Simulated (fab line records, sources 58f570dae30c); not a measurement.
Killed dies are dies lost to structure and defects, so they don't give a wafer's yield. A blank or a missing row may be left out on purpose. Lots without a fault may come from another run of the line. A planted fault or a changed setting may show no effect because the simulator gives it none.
Chamber matching | flow berkeley_cmos170 | UCB170_NWELL_ETCH_13 on rie_diel-01: 4 sister chambers
The step etches Si3N4 in CH3F/Ar/O2, stops on SiO2, target depth 246.4 nm, time 154 s. 4 wafers are shown with their chamber, then 7 later ones without.

WAFERS WITH THEIR CHAMBER
wafer  | chamber | throttle_valve_pct (%)
L311.3 | 2       | 8.08
L311.4 | 0       | 7.76
L320.3 | 3       | 8.14
L320.4 | 1       | 8.15

WAFERS WITHOUT THEIR CHAMBER
wafer  | throttle_valve_pct (%)
L320.5 | 7.76
L324.2 | 7.78
L324.3 | 8.12
L324.6 | 8.14
L326.2 | 7.78
L326.3 | 8.15
L326.4 | 7.76

WHICH CHAMBER EACH WENT THROUGH
wafer  | from the rows above          | in truth
L320.5 | 0                            | 0
L324.2 | 0                            | 0
L324.3 | can't be placed: 3 or 1 or 2 | 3
L324.6 | can't be placed: 3 or 1      | 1
L326.2 | 0                            | 0
L326.3 | can't be placed: 1 or 3      | 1
L326.4 | 0                            | 0
Placed correctly: 4 of 7. Can't be placed from these rows: 3 (the true chamber is among the candidates in 3). Placed wrongly: 0.
How it was worked out, from the rows above alone: a wafer's distance from a chamber is the root of the sum, over the readings, of the square of ((its reading less the chamber's mean) divided by the reading's scatter). The wafer belongs to the nearest chamber; if the next one is less than 2 further off, it can't be placed. A chamber's mean is the mean of its shown wafers. The scatter: with one shown wafer a chamber, the root of the mean of the squares of how far each hidden wafer lies from its nearest shown one.
